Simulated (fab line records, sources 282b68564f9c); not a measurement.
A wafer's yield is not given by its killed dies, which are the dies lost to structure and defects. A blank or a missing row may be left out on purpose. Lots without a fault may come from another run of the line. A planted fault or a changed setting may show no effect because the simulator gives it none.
Split-lot trial / flow rit cmos / route with 202 steps; 3 lots, 13 wafers read

## SPLIT DETAILS
At RIT_CONTACT_DEVELOP_07 (develop time 120 s), the setting develop time s was moved away from the recipe's 120 s on 4 of the 13 wafers read, by -10.8% to +5.7%. For the rest of the wafers, this setting stayed at what the recipe calls for.

## FROM THE SPLIT TO THE READING: what the file shows between them, 15 steps
- RIT_CONTACT_CD_MEAS_08: target cd 1000 nm
- RIT_CONTACT_HARDBAKE_10: time 60 s
- RIT_CONTACT_ETCH_11: etches SiO2 in CHF3/CF4/Ar, stops on TiSi2, target depth 480 nm, time 320 s
- RIT_CONTACT_STRIP_12: strips in O2, time 180 s
- RIT_CONTACT_CD_MEAS_90: target cd 1000 nm
- RIT_M1_SPUTTER_00: material Al, target thk 400 nm, time 500 s (also split here: time s)
- RIT_M1_RS_MEAS_01: measures by four-point-probe
- RIT_M1_THK_MEAS_02: measures by xrf
- RIT_M1_DEVELOP_08: develop time 68 s (also split here: develop time s)
- RIT_M1_CD_MEAS_09: target cd 2600 nm
- RIT_M1_METAL_ETCH_12: etches Al in Cl2/BCl3, stops on SiO2, time 165 s, target depth 600 nm (also split here: rf w)
- RIT_M1_STRIP_13: strips in nmp, time 600 s
- RIT_M1_STRIP_14: strips in O2, time 180 s
- RIT_M1_CD_MEAS_90: target cd 2600 nm
- RIT_M1_ANNEAL_15: time 1800 s

## THE READING
etest.pmos_0p15.drive ua um (the simulator's own value, which no gauge read), at RIT_M1_PROBE_99. The file does not state a usual value for it. The 9 wafers here that ran the recipe average 254.8, standard deviation 14.

wafer=L074.1; tool, chamber at the split=litho track-02, 0; develop time s as run, s=126.8; against the recipe=+5.7%; etest.pmos_0p15.drive ua um=254.1; against lot-mates on the recipe=-10.5
wafer=L074.2; tool, chamber at the split=litho track-02, 0; develop time s as run, s=120; against the recipe=recipe; etest.pmos_0p15.drive ua um=292.8; against lot-mates on the recipe=-
wafer=L074.3; tool, chamber at the split=litho track-02, 0; develop time s as run, s=120; against the recipe=recipe; etest.pmos_0p15.drive ua um=248.9; against lot-mates on the recipe=-
wafer=L074.5; tool, chamber at the split=litho track-02, 0; develop time s as run, s=120; against the recipe=recipe; etest.pmos_0p15.drive ua um=252.2; against lot-mates on the recipe=-
wafer=L074.6; tool, chamber at the split=litho track-02, 0; develop time s as run, s=126.8; against the recipe=+5.7%; etest.pmos_0p15.drive ua um=251.7; against lot-mates on the recipe=-12.9
wafer=L082.2; tool, chamber at the split=litho track-03, 0; develop time s as run, s=107; against the recipe=-10.8%; etest.pmos_0p15.drive ua um=341; against lot-mates on the recipe=+89.9
wafer=L082.3; tool, chamber at the split=litho track-03, 0; develop time s as run, s=120; against the recipe=recipe; etest.pmos_0p15.drive ua um=248; against lot-mates on the recipe=-
wafer=L082.4; tool, chamber at the split=litho track-03, 0; develop time s as run, s=120; against the recipe=recipe; etest.pmos_0p15.drive ua um=248.2; against lot-mates on the recipe=-
wafer=L082.5; tool, chamber at the split=litho track-03, 0; develop time s as run, s=120; against the recipe=recipe; etest.pmos_0p15.drive ua um=257.1; against lot-mates on the recipe=-
wafer=L082.6; tool, chamber at the split=litho track-03, 0; develop time s as run, s=107; against the recipe=-10.8%; etest.pmos_0p15.drive ua um=330.7; against lot-mates on the recipe=+79.6
wafer=L083.1; tool, chamber at the split=litho track-02, 0; develop time s as run, s=120; against the recipe=recipe; etest.pmos_0p15.drive ua um=245.7; against lot-mates on the recipe=-
wafer=L083.5; tool, chamber at the split=litho track-02, 0; develop time s as run, s=120; against the recipe=recipe; etest.pmos_0p15.drive ua um=250.6; against lot-mates on the recipe=-
wafer=L083.6; tool, chamber at the split=litho track-02, 0; develop time s as run, s=120; against the recipe=recipe; etest.pmos_0p15.drive ua um=249.8; against lot-mates on the recipe=-

FIT RESULTS
A straight line over all 13 wafers: etest.pmos_0p15.drive ua um changes by -5.68 for each +1% of develop time s; r = -0.85; the points scatter about the line by 18.
The same after taking each lot's own level away (the mean of its wafers on the recipe; 13 wafers): -6.37 for each +1%; r = -0.91; scatter 15.
According to that fit, moving develop time s by its largest amount changes the reading by 69.
From 248.70 to 264.63: that is the span of the lots' own levels, equal to 1.2 times the standard deviation above.
So the slope is not independent of the lot-to-lot level: the two fits are not the same.
Check: for one of the wafers moved furthest among these (-10.8%), held out of the fit, the line's prediction against its lot-mates is +64.4. It came out at +89.9 against them.

## OTHER SPLITS APPLIED TO THESE WAFERS
These wafers also went through other splits before the reading. Each is held against what the fit with the lots' levels taken away leaves over:
other split on the same wafers=RIT_SILICIDE_SPUTTER_01 time s; wafers away from the commonest value=5; r with etest.pmos_0p15.drive ua um (lot level and that fit taken away)=+0.05
other split on the same wafers=RIT_CONTACT_EXPOSE_05 dose mj; wafers away from the commonest value=5; r with etest.pmos_0p15.drive ua um (lot level and that fit taken away)=-0.73
other split on the same wafers=RIT_M1_SPUTTER_00 time s; wafers away from the commonest value=3; r with etest.pmos_0p15.drive ua um (lot level and that fit taken away)=+0.77
other split on the same wafers=RIT_M1_DEVELOP_08 develop time s; wafers away from the commonest value=2; r with etest.pmos_0p15.drive ua um (lot level and that fit taken away)=-0.60
other split on the same wafers=RIT_M1_METAL_ETCH_12 rf w; wafers away from the commonest value=5; r with etest.pmos_0p15.drive ua um (lot level and that fit taken away)=-0.12

## THE WHOLE CHAIN: every reading that the file lists as answering this split, in the file's order
step=RIT_M1_PROBE_99; what it does=; reading=etest.pmos turned.r on ohm um (the simulator's own value, which no gauge read); change (the file's fit)=+49 for each +1% of the setting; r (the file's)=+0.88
step=RIT_M1_PROBE_99; what it does=; reading=etest.pmos_0p15.r on ohm um (the simulator's own value, which no gauge read); change (the file's fit)=+48.6 for each +1% of the setting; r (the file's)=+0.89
step=RIT_M1_PROBE_99; what it does=; reading=etest.nmos_0p15.r on ohm um (the simulator's own value, which no gauge read); change (the file's fit)=+14.4 for each +1% of the setting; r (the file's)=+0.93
step=RIT_M1_PROBE_99; what it does=; reading=etest.nmos_0p15.drive ua um (the simulator's own value, which no gauge read); change (the file's fit)=-10.9 for each +1% of the setting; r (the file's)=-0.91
step=RIT_M1_PROBE_99; what it does=; reading=etest.pmos_0p15.drive ua um (the simulator's own value, which no gauge read); change (the file's fit)=-6.59 for each +1% of the setting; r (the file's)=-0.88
step=RIT_CONTACT_CD_MEAS_08; what it does=target cd 1000 nm; reading=cd nm; change (the file's fit)=+0.784 nm for each +1% of the setting, in a fit together with dose mj@CONTACT_EXPOSE_05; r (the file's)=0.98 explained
step=RIT_CONTACT_ETCH_11; what it does=etches SiO2 in CHF3/CF4/Ar, stops on TiSi2, target depth 480 nm, time 320 s; reading=CONTACT.cd nm (the simulator's own value, which no gauge read); change (the file's fit)=+0.762 nm for each +1% of the setting, in a fit together with dose mj@CONTACT_EXPOSE_05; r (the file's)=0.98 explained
step=RIT_CONTACT_CD_MEAS_90; what it does=target cd 1000 nm; reading=cd nm; change (the file's fit)=+0.764 nm for each +1% of the setting, in a fit together with dose mj@CONTACT_EXPOSE_05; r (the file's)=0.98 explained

## THE FILE'S OWN FIT
etest.pmos_0p15.drive ua um changes by -6.59 for each +1% of develop time s, r = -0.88.
